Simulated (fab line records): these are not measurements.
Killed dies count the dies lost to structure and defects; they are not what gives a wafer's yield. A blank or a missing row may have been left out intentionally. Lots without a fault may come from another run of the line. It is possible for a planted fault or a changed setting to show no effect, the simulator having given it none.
A struck lot beside a sound one ; flow ritCmos ; 17 out of 202 route steps
Sound: wafers L920.1, L920.2, L920.4. The struck wafers were L912.1, L912.2, L912.5. The cause is named last.
Order at every step that has rows: each side's tool, ch and its chambers, its first start. Under that, the readings that differ: sound wafers ; struck wafers ; difference of the means ; sigmas: that difference in standard deviations of wafers without a fault.
alike: readings whose means differ by less than 2 such deviations, and words and numbers that are the same on both sides. not compared: withheld readings, readings that some wafer has no value for, bounds like >300 that may hide the same value, and numbers for which the record gives no deviation and whose values overlap.
The two part at a step that has a row with sigmas, a row that says differs or no value, or rows on one side only. Numbers that have no deviation but don't overlap get no sigmas and don't part them. Lack of a reading on every wafer of one side parts them only where that side has two or more wafers.

first, 1 step without rows for these wafers: RIT_PRETRO_DEVELOP_05 (develop time 68 s).
RIT_PRETRO_OVL_MEAS_06:
  sound on overlay-02, day 4 20:31; struck on overlay-02, day 2 23:34
  alike: PRETRO_OVL
then, 2 steps without rows for these wafers: RIT_PRETRO_HARDBAKE_07 (time 120 s); RIT_PRETRO_IMPLANT_08.
RIT_PRETRO_STRIP_09: strips in O2, time 180 s.
  sound on plasmaAsher-02 ch 0,1, day 4 21:01; struck on plasmaAsher-01 ch 0,1, day 3 00:00
  alike: drypumpMotorCurrentA
  not compared: rfHoursCounterH
RIT_PRETRO_TW_MEAS_10:
  sound on filmMetro-01, day 4 21:11; struck on filmMetro-03, day 3 00:10
  alike: PRETRO_TW
then, 5 steps without rows for these wafers: RIT_GATE_WET_ETCH_00 (etches SiO2 in BOE, target depth 56 nm, time 60 s); RIT_GATE_CLEAN_01 (cleans in SC1, time 600 s); RIT_GATE_CLEAN_02 (cleans in dHF, time 30 s); RIT_GATE_CLEAN_03 (cleans in SC2, time 600 s); RIT_GATE_CLEAN_04 (cleans in dHF, time 60 s).
RIT_FOX2_THK_MEAS_91:
  sound on filmMetro-01, day 4 21:40; struck on filmMetro-03, day 3 00:40
  alike: FIELD_OXIDE_LEFT_2_THK
RIT_GATE_OXIDATION_05: target thk 3 nm, ox time 270 s.
  sound on furnace-04 ch 0, day 4 22:59; struck on furnace-01 ch 0, day 3 03:04
reading;sound;struck;difference;sigmas
spikeTcCentreC (C);902.6 903.3 903.7;916.5 915.2 916.1;+12.7;+12
spikeTcLoadC (C);920 920 919;937 938 939;+18;+5
spikeTcSourceC (C);923.4 923.7 926.2;937.9 938.3 937.3;+13.4;+10
tubeCenterTempC (C);899.92 899.91 899.99;915.05 915.15 915.18;+15.19;+99 or more
tube_center_temp_C_max;902.5 902.0 901.9;917.5 917.7 917.5;+15.4;+38
model.SiO2_of_GATE_OXIDATION_05.thkNm (nm);3.042 3.079 3.059;3.602 3.622 3.605;+0.550;
then, 1 step without rows for these wafers: RIT_GATE_ANNEAL_06 (time 600 s).
RIT_GATE_THK_MEAS_07:
  sound on filmMetro-03, day 5 03:58; struck on filmMetro-03, day 3 06:20
reading;sound;struck;difference;sigmas
GATE_OXIDE_THK (nm);3.00 3.09 3.06;3.55 3.61 3.60;+0.54;+9
then, 1 step without rows for these wafers: RIT_GATE_CVD_08 (deposits poly-Si from SiH4, target thk 250 nm, time 2220 s).
RIT_M1_PROBE_99:
  sound on prober-01, day 6 02:56; struck on prober-01, day 4 08:12
reading;sound;struck;difference;sigmas
model.etest.pmos_0p3.rOnOhmUm;6419 6424 6506;7571 7430 7430;+1027;
model.etest.pmosTurned.rOnOhmUm;3641 3577 3740;3965 3956 3861;+275;
model.etest.pmos_0p15.rOnOhmUm;2907 2894 3018;3160 3142 3105;+196;
model.etest.nmos_0p3.rOnOhmUm;2119 2135 2166;2466 2495 2466;+336;
model.etest.nmos_0p15.rOnOhmUm;1124 1109 1176;1246 1244 1236;+106;
model.etest.nmos_0p15.driveUaUm;462.5 458.1 457.7;403.9 393.8 396.9;-61.2;
model.etest.nmosNarrow.driveUaUm;231.6 221.5 225.8;180.4 176.9 179.3;-47.4;
model.etest.nmos_0p3.driveUaUm;226.7 224.1 226.8;178.7 176.9 179.8;-47.4;
  alike: killedAtFrontEnd, killedDies, killedOpen, killedShort

== WHERE THEY PART ==
First at RIT_GATE_OXIDATION_05; last, within this record, at RIT_GATE_THK_MEAS_07. Later steps at which nothing parts them and some readings are alike: RIT_M1_PROBE_99.

WHY: the cause the simulator had injected
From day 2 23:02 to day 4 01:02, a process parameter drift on furnace-01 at RIT_GATE_OXIDATION_05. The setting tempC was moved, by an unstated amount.
